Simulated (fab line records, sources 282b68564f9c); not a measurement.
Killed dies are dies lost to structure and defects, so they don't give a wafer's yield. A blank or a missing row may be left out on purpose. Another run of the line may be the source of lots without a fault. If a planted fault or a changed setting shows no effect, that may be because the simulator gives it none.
Lot-split experiment | flow rit-cmos | route with 202 steps; 4 lots, 21 wafers read

THE SPLIT
At RIT_GATE_CVD_08 (deposits poly-Si from SiH4, target thk 250 nm, time 2220 s), the setting temp-c was moved away from the recipe's 610 C on 6 of the 21 wafers read, by -1.7%. This setting was run at the recipe's value on the other wafers.

FROM THE SPLIT TO THE READING: what the file shows between them, 5 steps
- RIT_GATE_THK_MEAS_09
- RIT_GATE_EXPOSE_13: exposes mask M6, target cd 150 nm (also split here: dose-mj)
- RIT_GATE_PEB_14
- RIT_GATE_DEVELOP_15: develop time 50 s
- RIT_GATE_CD_MEAS_16: target cd 150 nm

THE READING
oes-product-au, in a.u., at RIT_GATE_ETCH_19 (etches poly-Si in SF6/CHF3/O2, stops on SiO2, time 165 s, target depth 312.5 nm). Typical for fault-free wafers on this fab line: 0.846 a.u., with standard deviation 0.018 a.u.

wafer  | tool, chamber at the split | temp-c as run, C | against the recipe | oes-product-au, a.u. | against lot-mates on the recipe
L078.2 | lpcvd-02, 0                | 610              | recipe             | 0.859                | -
L078.5 | lpcvd-02, 0                | 610              | recipe             | 0.839                | -
L078.6 | lpcvd-02, 0                | 610              | recipe             | 0.825                | -
L080.1 | -, -                       | 599.5            | -1.7%              | 0.679                | no lot-mate on the recipe
L080.2 | -, -                       | 599.5            | -1.7%              | 0.692                | no lot-mate on the recipe
L080.3 | -, -                       | 599.5            | -1.7%              | 0.717                | no lot-mate on the recipe
L080.4 | -, -                       | 599.5            | -1.7%              | 0.707                | no lot-mate on the recipe
L080.5 | -, -                       | 599.5            | -1.7%              | 0.714                | no lot-mate on the recipe
L080.6 | -, -                       | 599.5            | -1.7%              | 0.681                | no lot-mate on the recipe
L081.1 | -, -                       | 610              | recipe             | 0.854                | -
L081.2 | -, -                       | 610              | recipe             | 0.836                | -
L081.3 | -, -                       | 610              | recipe             | 0.849                | -
L081.4 | -, -                       | 610              | recipe             | 0.879                | -
L081.5 | -, -                       | 610              | recipe             | 0.852                | -
L081.6 | -, -                       | 610              | recipe             | 0.836                | -
L085.1 | -, -                       | 610              | recipe             | 0.864                | -
L085.2 | -, -                       | 610              | recipe             | 0.856                | -
L085.3 | -, -                       | 610              | recipe             | 0.852                | -
L085.4 | -, -                       | 610              | recipe             | 0.879                | -
L085.5 | -, -                       | 610              | recipe             | 0.851                | -
L085.6 | -, -                       | 610              | recipe             | 0.885                | -

FIT RESULTS
A straight line over all 21 wafers: oes-product-au changes by +0.0907 a.u. for each +1% of temp-c; r = +0.97; the points scatter about the line by 0.017 a.u.
Too few moved wafers have a lot-mate on the recipe to fit a line with each lot's own level taken away.

THE WHOLE CHAIN: every reading that the file lists as answering this split, in the file's order
step                 | what it does                                                                    | reading                                                                        | change (the file's fit)                  | r (the file's)
RIT_GATE_CVD_08      | deposits poly-Si from SiH4, target thk 250 nm, time 2220 s                      | poly-Si_of_GATE_CVD_08.thk-nm (the simulator's own value, which no gauge read) | +37.4 nm for each +1% of the setting     | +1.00
RIT_GATE_THK_MEAS_09 |                                                                                 | GATE_POLY_THK                                                                  | +37.4 for each +1% of the setting        | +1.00
RIT_GATE_ETCH_19     | etches poly-Si in SF6/CHF3/O2, stops on SiO2, time 165 s, target depth 312.5 nm | oes-product-au                                                                 | +0.0907 a.u. for each +1% of the setting | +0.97
RIT_GATE_ETCH_19     | etches poly-Si in SF6/CHF3/O2, stops on SiO2, time 165 s, target depth 312.5 nm | etch.depth-nm (the simulator's own value, which no gauge read)                 | +37.2 nm for each +1% of the setting     | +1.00
RIT_GATE_ETCH_19     | etches poly-Si in SF6/CHF3/O2, stops on SiO2, time 165 s, target depth 312.5 nm | GATE.feature-depth-nm (the simulator's own value, which no gauge read)         | +37.4 nm for each +1% of the setting     | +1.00

THE FILE'S OWN FIT
oes-product-au changes by +0.0907 a.u. for each +1% of temp-c, r = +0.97.
